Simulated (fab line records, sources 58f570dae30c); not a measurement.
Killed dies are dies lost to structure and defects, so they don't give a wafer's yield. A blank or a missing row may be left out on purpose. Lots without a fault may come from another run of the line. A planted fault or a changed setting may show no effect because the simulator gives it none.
fab line records | flow berkeley_cmos170 | part 2 of 2: steps 32 to 47 of 47
record lots=5 wafers=15 last_day=11
route steps=331 shown NWELL@19 PWELL@34 WELLDRIVE@55 ACTIVE@60
lots that met no fault: from a run of the same line without faults
start_h: hours from the record's first day to the start of the lot's first wafer shown | wait_h: hours since the lot's step before | " the same as in the row above | L1.1+2: a row that stands for several wafers | - no value, or no start given | * or withheld: withheld | < > ~ a bound
route shown NAME@n: a module of which the file shows steps, and the number in the route of the first | usual: mean/standard deviation of fault-free wafers | same: alike in all rows | chamber/n: place in a boat | sites: the reading at each site | _std_site: their standard deviation | _edge_site: outer sites' mean less inner sites' | radius_mm: how far each site lies from the wafer's centre | mask NAME#n: copy n | behind: the tool/chamber that last shaped the wafer | hold: why the lot was held/for how many hours/how that ended | device: the transistor (n, p or np) that didn't switch | end of line: the same wafers' tests at the end of the route | a step without rows: its recipe alone | killed: dies lost to structure and defects at the first sort, not the wafer's yield | map: a wafer's dies, x killed, . not, _ none there
set.NAME: the setting as run; set.NAME@STEP: as run at that earlier step | model.NAME: the simulator's own value behind a step, which no gauge read
lots at some steps of the route; a table a step, a row a wafer
services: from which hour (start_h, from the record's first day; less than 0 if before it) a tool's chamber was out of use, for how many hours, and why
## steps
# step UCB170_PWELL_STRIP_16
# recipe chemistry=O2 power_w=400 pressure_mtorr=3500 platen_temp_c=withheld o2_flow_sccm=400 overash_fraction=0.5
# usual drypump_motor_current_A=5.7/0.32 oes_product_au=0.721/0.0044 strip_time_to_endpoint_s=18.11/0.1
# same overash_fraction=0.5
# columns lot.wafer tool chamber start_h wait_h drypump_motor_current_A oes_product_au rf_hours_counter_h strip_time_to_endpoint_s
L074.2 plasma_asher-04 0 49.20 0.1 6.2 0.721 36 17.99
L074.3 " 0 " " 6.2 0.725 - 17.96
L074.5 " 1 " " 5.8 0.726 - 18.10
L076.2 plasma_asher-03 1 65.93 0.1 5.5 0.716 28 18.24
L076.4 " 1 " " 5.5 0.726 - 17.98
L076.6 " 0 " " 6.2 0.719 - 18.23
L084.1 plasma_asher-01 0 102.46 0.1 5.3 0.733 39 18.13
L084.3 " 1 " " 5.8 0.724 - 17.87
L084.5 " 1 " " 5.8 0.718 - 18.19
L088.1 plasma_asher-01 1 121.09 0.1 5.8 0.727 41 18.04
L088.3 " 0 " " 5.4 0.717 - 17.96
L088.5 " 1 " " 5.8 0.727 - 18.20
L095.2 plasma_asher-01 0 156.53 0.1 5.3 0.723 45 18.21
L095.5 " 0 " " 5.3 0.719 - 17.95
L095.6 " 1 " " 5.8 0.718 - 18.19
# step UCB170_PWELL_TW_MEAS_17
# usual PWELL_TW=378/3.7
# columns lot.wafer tool chamber start_h wait_h PWELL_TW
L074.2 film_metro-04 - 49.31 0.1 373
L074.3 " - " " 372
L074.5 " - " " 374
L076.2 film_metro-01 - 66.04 0.1 377
L076.4 " - " " 375
L076.6 " - " " 377
L084.1 film_metro-04 - 102.56 0.1 373
L084.3 " - " " 375
L084.5 " - " " 377
L088.1 film_metro-01 - 121.19 0.1 376
L088.3 " - " " 376
L088.5 " - " " 375
L095.2 film_metro-03 - 156.64 0.1 385
L095.5 " - " " 383
L095.6 " - " " 383
# step UCB170_PWELL_CLEAN_18
# recipe chemistry=SPM temp_c=120 time_s=600
# columns lot.wafer tool chamber start_h wait_h
L074.2+3+5 wet_bench-01 2 49.45 0.1
L076.2+4+6 wet_bench-01 2 66.26 0.2
L084.1+3+5 wet_bench-03 2 102.62 0.1
L088.1+3+5 wet_bench-03 0 121.25 0.1
L095.2+5+6 wet_bench-03 2 157.22 0.6
# step UCB170_PWELL_WET_ETCH_19
# recipe chemistry=H3PO4 target=Si3N4 temp_c=160 time_s=14400
# columns lot.wafer tool chamber start_h wait_h
L074.2+3+5 wet_bench-04 3 50.08 0.4
L076.2+4+6 wet_bench-01 2 66.67 0.2
L084.1+3+5 wet_bench-03 2 102.79 0.0
L088.1+3+5 wet_bench-04 0 121.43 0.0
L095.2+5+6 wet_bench-03 0 157.63 0.2
# step UCB170_PWELL_WET_ETCH_20
# recipe chemistry=BOE dilution=5:1 target=SiO2 temp_c=25 time_s=22
# columns lot.wafer tool chamber start_h wait_h
L074.2+3+5 wet_bench-03 3 54.09 0.0
L076.2+4+6 wet_bench-04 3 72.06 1.4
L084.1+3+5 wet_bench-04 2 106.80 0.0
L088.1+3+5 wet_bench-01 3 125.43 0.0
L095.2+5+6 wet_bench-01 0 161.64 0.0
# step UCB170_WELLDRIVE_CLEAN_00
# recipe chemistry=SPM temp_c=120 time_s=600
# columns lot.wafer tool chamber start_h wait_h
L074.2+3+5 wet_bench-04 0 54.10 0.0
L076.2+4+6 wet_bench-04 2 72.31 0.2
L084.1+3+5 wet_bench-03 1 106.82 0.0
L088.1+3+5 wet_bench-04 1 125.45 0.0
L095.2+5+6 wet_bench-03 2 161.65 0.0
# step UCB170_WELLDRIVE_OXIDATION_01
# recipe temp_c=1100 ambient=O2 target_thk_a=1990 ox_time_s=9000
# columns lot.wafer tool chamber start_h wait_h
L074.2+3+5 furnace-01 0 57.69 3.4
L076.2+4+6 furnace-03 0 74.02 1.5
L084.1+3+5 furnace-01 0 110.30 3.3
L088.1+3+5 furnace-04 0 129.07 3.4
L095.2+5+6 furnace-01 0 164.69 2.9
# step UCB170_WELLDRIVE_THK_MEAS_02
# recipe reads=SiO2_of_WELLDRIVE_OXIDATION_01
# usual WELLDRIVE_OXIDE_THK=200/4.4
# columns lot.wafer tool chamber start_h wait_h WELLDRIVE_OXIDE_THK[nm]
L074.2 film_metro-01 - 61.20 0.0 198
L074.3 " - " " 200
L074.5 " - " " 198
L076.2 film_metro-04 - 77.53 0.0 208
L076.4 " - " " 207
L076.6 " - " " 211
L084.1 film_metro-01 - 113.80 0.0 201
L084.3 " - " " 199
L084.5 " - " " 202
L088.1 film_metro-01 - 132.57 0.0 199
L088.3 " - " " 197
L088.5 " - " " 198
L095.2 film_metro-01 - 168.22 0.0 195
L095.5 " - " " 199
L095.6 " - " " 200
# step UCB170_WELLDRIVE_ANNEAL_03
# recipe temp_c=1100 time_s=900 ambient=N2
# columns lot.wafer tool chamber start_h wait_h
L074.2+3+5 furnace-04 0 63.06 1.9
L076.2+4+6 furnace-01 0 81.74 4.2
L084.1+3+5 furnace-01 0 117.65 3.8
L088.1+3+5 furnace-03 0 135.77 3.2
L095.2+5+6 furnace-04 0 170.97 2.7
# step UCB170_WELLDRIVE_WET_ETCH_04
# recipe chemistry=BOE dilution=5:1 target=SiO2 temp_c=25 time_s=120
# columns lot.wafer tool chamber start_h wait_h
L074.2+3+5 wet_bench-01 0 64.31 0.0
L076.2+4+6 wet_bench-03 0 82.99 0.0
L084.1+3+5 wet_bench-03 0 119.15 0.2
L088.1+3+5 wet_bench-01 2 137.30 0.3
L095.2+5+6 wet_bench-04 0 172.22 0.0
# step UCB170_ACTIVE_CLEAN_00
# recipe chemistry=SPM temp_c=120 time_s=600
# columns lot.wafer tool chamber start_h wait_h
L074.2+3+5 wet_bench-01 1 64.36 0.0
L076.2+4+6 wet_bench-03 2 83.03 0.0
L084.1+3+5 wet_bench-03 1 119.21 0.0
L088.1+3+5 wet_bench-03 1 137.51 0.2
L095.2+5+6 wet_bench-01 1 172.26 0.0
# step UCB170_ACTIVE_CLEAN_01
# recipe chemistry=dHF dilution=25:1 time_s=60
# columns lot.wafer tool chamber start_h wait_h
L074.2+3+5 wet_bench-01 3 64.53 0.0
L076.2+4+6 wet_bench-04 0 83.20 0.0
L084.1+3+5 wet_bench-03 3 119.56 0.2
L088.1+3+5 wet_bench-01 2 137.74 0.0
L095.2+5+6 wet_bench-04 3 172.44 0.0
# step UCB170_ACTIVE_OXIDATION_02
# recipe temp_c=1000 ambient=O2 target_thk_a=264 ox_time_s=1260
# columns lot.wafer tool chamber start_h wait_h
L074.2+3+5 furnace-03 0 67.07 2.5
L076.2+4+6 furnace-02 0 85.94 2.7
L084.1+3+5 furnace-01 0 123.00 3.4
L088.1+3+5 furnace-02 0 141.50 3.7
L095.2+5+6 furnace-03 0 176.59 4.1
# step UCB170_ACTIVE_THK_MEAS_03
# recipe reads=SiO2_of_ACTIVE_OXIDATION_02
# usual ACTIVE_OXIDE_THK=26.4/0.51
# columns lot.wafer tool chamber start_h wait_h ACTIVE_OXIDE_THK[nm]
L074.2 film_metro-03 - 68.43 0.0 26.6
L074.3 " - " " 26.9
L074.5 " - " " 26.9
L076.2 film_metro-04 - 87.30 0.0 26.2
L076.4 " - " " 26.2
L076.6 " - " " 26.3
L084.1 film_metro-02 - 124.35 0.0 27.2
L084.3 " - " " 27.3
L084.5 " - " " 26.5
L088.1 film_metro-03 - 142.85 0.0 26.3
L088.3 " - " " 26.1
L088.5 " - " " 26.3
L095.2 film_metro-03 - 177.95 0.0 26.9
L095.5 " - " " 27.0
L095.6 " - " " 26.8
# step UCB170_ACTIVE_ANNEAL_04
# recipe temp_c=1000 time_s=900 ambient=N2
# columns lot.wafer tool chamber start_h wait_h
L074.2+3+5 furnace-01 0 71.04 2.6
L076.2+4+6 furnace-02 0 90.14 2.8
L084.1+3+5 furnace-01 0 128.20 3.8
L088.1+3+5 furnace-01 0 148.42 5.6
L095.2+5+6 furnace-02 0 181.77 3.8
# step UCB170_ACTIVE_CVD_05
# recipe material=Si3N4 target_thk_nm=220 temp_c=800 precursor=SiH2Cl2/NH3 time_s=3300 pressure_mtorr=200 sih2cl2_flow_sccm=25 nh3_flow_sccm=75
# usual sih2cl2_flow_sccm=25.00/0.081
# columns lot.wafer tool chamber start_h wait_h sih2cl2_flow_sccm
L074.2 lpcvd-01 0 72.29 0.0 25.10
L074.3 " 0 " " 25.09
L074.5 " 0 " " 25.02
L076.2 lpcvd-01 1 92.50 1.1 24.97
L076.4 " 1 " " 24.96
L076.6 " 1 " " 25.01
L084.1 lpcvd-01 0 130.12 0.7 25.00
L084.3 " 0 " " 24.92
L084.5 " 0 " " 24.98
L088.1 lpcvd-02 1 149.67 0.0 25.16
L088.3 " 1 " " 25.12
L088.5 " 1 " " 24.94
L095.2 lpcvd-01 1 184.04 1.0 24.72
L095.5 " 1 " " 24.88
L095.6 " 1 " " 24.94
## services
# columns tool chamber start_h hours kind
furnace-02 - 16.09 2.8 pm
furnace-04 - 21.87 2.6 pm
krf_scanner-01 - 23.27 0.5 repair
krf_scanner-02 - 28.18 1.3 pm
furnace-01 - 41.61 4.4 repair
furnace-01 - 45.97 3.3 pm
krf_scanner-01 - 47.25 0.8 pm
furnace-02 - 48.50 3.1 pm
implanter-03 - 48.78 3.3 pm
krf_scanner-01 - 48.86 4.4 pm
krf_scanner-02 - 75.30 0.8 pm
krf_scanner-01 - 80.01 4.9 repair
rie_diel-02 3 80.45 3.7 repair
krf_scanner-01 - 84.90 1.0 pm
furnace-03 - 100.27 3.8 pm
rie_diel-01 0 100.37 7.4 repair
furnace-02 - 107.65 2.5 pm
furnace-04 - 113.05 5.4 pm
krf_scanner-02 - 118.02 0.2 repair
krf_scanner-02 - 120.41 0.9 repair
krf_scanner-02 - 142.09 1.0 pm
furnace-03 - 156.16 4.2 pm
rie_diel-02 2 170.21 5.9 repair
krf_scanner-02 - 170.31 4.0 pm
